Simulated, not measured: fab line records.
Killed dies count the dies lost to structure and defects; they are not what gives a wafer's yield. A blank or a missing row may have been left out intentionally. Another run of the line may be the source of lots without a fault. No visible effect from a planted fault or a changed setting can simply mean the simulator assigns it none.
A lot that was struck, set against a sound lot | flow rit_cmos | 15 steps out of a route of 202
Sound: the wafers L106.1, L106.2, L106.4. The struck wafers were L110.1, L110.3, L110.4. The cause is named last.
Each step with rows lists, per side, the tool, then ch with its chambers, then its first start. Under that, the readings that differ: sound wafers | struck wafers | difference of the means | sigmas: that difference in standard deviations of wafers without a fault.
alike: words and numbers the same on both sides, and readings whose means are apart by under 2 such deviations; not compared: readings that were withheld, readings missing a value for some wafer, numbers with overlapping values and no deviation given by the record, and bounds like >300 which may hide the same value.
A row with sigmas, a row that says differs or no value, or rows on one side alone: a step with any of these is where the two part. Numbers that don't overlap but have no deviation are shown without sigmas and don't part them. Lack of a reading on every wafer of one side parts them only where that side has two or more wafers.

first, 3 steps without rows for these wafers: RIT_ACTIVE_CLEAN_16 (cleans in dHF, time 30 s); RIT_ACTIVE_CLEAN_17 (cleans in SC2, time 600 s); RIT_FOX1_OXIDATION_00 (target thk 350.7 nm, ox time 1130 s).
RIT_FOX1_THK_MEAS_01:
  struck on film_metro-03, day 3 00:41; sound on film_metro-02, day 2 02:49
  alike: FOX1_OXIDE_THK
then, 2 steps without rows for these wafers: RIT_FOX1_WET_ETCH_02 (etches SiO2 in BOE, target depth 350 nm, time 390 s); RIT_FOX2_OXIDATION_00 (target thk 350.7 nm, ox time 1130 s).
RIT_FOX2_THK_MEAS_01:
  struck on film_metro-01, day 3 02:10; sound on film_metro-04, day 2 04:19
  alike: FOX2_OXIDE_THK
then, 2 steps without rows for these wafers: RIT_FOX2_CLEAN_02 (cleans in dHF, time 180 s); RIT_FOX2_WET_ETCH_03 (etches Si3N4 in H3PO4, target depth 195 nm, time 2700 s).
RIT_FOX2_THK_MEAS_90:
  struck on film_metro-03, day 3 03:02; sound on film_metro-03, day 2 05:11
  alike: FIELD_OXIDE_LEFT_1_THK
then, 2 steps without rows for these wafers: RIT_NWELL_HMDS_00 (prime time 60 s); RIT_NWELL_COAT_01 (resist thk 1300 nm).
RIT_NWELL_SOFTBAKE_02: time 60 s.
  sound on litho_track-01 ch 0, day 2 05:33; struck on litho_track-03 ch 0, day 3 03:24
  reading          | sound             | struck            | difference | sigmas
  run_length_s (s) | 89.34 89.41 89.26 | 94.48 94.38 94.48 | +5.11      | +27
then, 1 step without rows for these wafers: RIT_NWELL_EXPOSE_03 (exposes mask M2, target cd 43900 nm).
RIT_M1_PROBE_99:
  record: rows for the struck wafers here (prober-02, day 4 22:26), none for the sound ones

== WHERE THEY PART ==
Earliest at RIT_NWELL_SOFTBAKE_02; latest, in this record, at RIT_M1_PROBE_99.

WHY: what the simulator had put in
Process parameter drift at RIT_NWELL_SOFTBAKE_02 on litho_track-03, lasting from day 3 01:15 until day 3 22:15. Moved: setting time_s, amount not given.
